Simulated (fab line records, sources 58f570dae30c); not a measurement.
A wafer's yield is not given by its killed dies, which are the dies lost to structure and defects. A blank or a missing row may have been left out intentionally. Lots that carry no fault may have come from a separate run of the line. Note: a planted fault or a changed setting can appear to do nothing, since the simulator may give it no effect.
Which tool is to blame? | flow berkeley cmos170 | 39 wafers from 13 lots sampled at 2 of the route's 331 steps

== WHAT EACH GAUGE READ, for each wafer ==
UCB170_ACTIVE_CD_MEAS_13: the cd target is 1200 nm. Usual: cd nm 1200.2 nm, standard deviation 1.3.
lot  | measured    | on        | cd nm (nm)           | flag
L217 | day 5 00:25 | cd sem-01 | 1200.0 1199.4 1200.8 |
L218 | day 5 00:58 | cd sem-01 | 1201.2 1200.5 1200.5 |
L222 | day 5 21:08 | cd sem-02 | 1202.9 1203.3 1202.2 |
L223 | day 5 21:16 | cd sem-01 | 1198.8 1199.8 1199.1 |
L224 | day 6 11:10 | cd sem-02 | 1202.3 1202.6 1201.5 |
L226 | day 6 11:41 | cd sem-01 | 1201.8 1202.1 1202.8 |
L227 | day 7 06:16 | cd sem-02 | 1200.9 1200.9 1202.5 |
L228 | day 7 06:31 | cd sem-02 | 1382.4 1382.9 1381.8 | OFF
L229 | day 7 15:22 | cd sem-02 | 1199.3 1198.8 1200.1 |
L237 | day 8 17:22 | cd sem-02 | 1199.9 1200.2 1200.4 |
L238 | day 9 15:44 | cd sem-01 | 1198.3 1199.9 1199.7 |
L239 | day 9 22:16 | cd sem-02 | 1200.7 1200.3 1198.8 |
L240 | day 9 23:01 | cd sem-01 | 1200.6 1201.4 1199.6 |

== TOOL THAT RAN EACH LOT (tool first, then ch and the chambers of the sampled wafers, then the start) ==
lot  | UCB170_ACTIVE_EXPOSE_10
L217 | krf scanner-01 ch 0, day 5 00:02
L218 | krf scanner-02 ch 0, day 5 00:16
L222 | krf scanner-02 ch 0, day 5 20:39
L223 | krf scanner-02 ch 0, day 5 20:47
L224 | krf scanner-02 ch 0, day 6 10:46
L226 | krf scanner-02 ch 0, day 6 11:16
L227 | krf scanner-01 ch 0, day 7 05:53
L228 | krf scanner-02 ch 0, day 7 06:07
L229 | krf scanner-01 ch 0, day 7 14:58
L237 | krf scanner-02 ch 0, day 8 16:26
L238 | krf scanner-01 ch 0, day 9 15:21
L239 | krf scanner-01 ch 0, day 9 21:38
L240 | krf scanner-01 ch 0, day 9 22:01
- UCB170_ACTIVE_EXPOSE_10: exposes mask ACTIVE, target cd 1200 nm.

== WHAT THE TOOLS THEMSELVES READ (means of the sampled wafers that have a number; where no wafer has one, the mark that the record gives instead) ==
UCB170_ACTIVE_EXPOSE_10. Usual: reticle temp C 23.02 C, standard deviation 0.11.
lot  | tool           | reticle temp C (C) | flag
L217 | krf scanner-01 | 23.04              |
L218 | krf scanner-02 | 23.08              |
L222 | krf scanner-02 | 23.02              |
L223 | krf scanner-02 | 22.86              |
L224 | krf scanner-02 | 23.00              |
L226 | krf scanner-02 | 23.03              |
L227 | krf scanner-01 | 23.08              |
L228 | krf scanner-02 | 23.01              |
L229 | krf scanner-01 | 23.06              |
L237 | krf scanner-02 | 23.00              |
L238 | krf scanner-01 | 23.11              |
L239 | krf scanner-01 | 23.16              |
L240 | krf scanner-01 | 23.00              |

== THE ANSWER, worked out from the rows above alone ==
Rule: take the mean of a lot's wafers that have a number; if it is more than 3 standard deviations from the usual mean, the lot is off. A lot without any number at a reading at which 4 lots or more have one is off too. All remaining lots with rows at the step are treated as sound. Order of review: gauges by route order, followed by the tools' own readings, for which a lot's mean as printed above is used. The first step at which some lot is off is used, and at that step the reading that is off furthest; a lot without a number counts as furthest.
Off at UCB170_ACTIVE_CD_MEAS_13 (cd nm): L228.
If a tool, at a process step before that reading, ran all the lots that are off and no sound lot after the first of them, it fits. Those tools and the gauges at UCB170_ACTIVE_CD_MEAS_13 are tried in the same way. No candidate that was tried fits.

== WHAT THE SIMULATOR HAD PUT IN ==
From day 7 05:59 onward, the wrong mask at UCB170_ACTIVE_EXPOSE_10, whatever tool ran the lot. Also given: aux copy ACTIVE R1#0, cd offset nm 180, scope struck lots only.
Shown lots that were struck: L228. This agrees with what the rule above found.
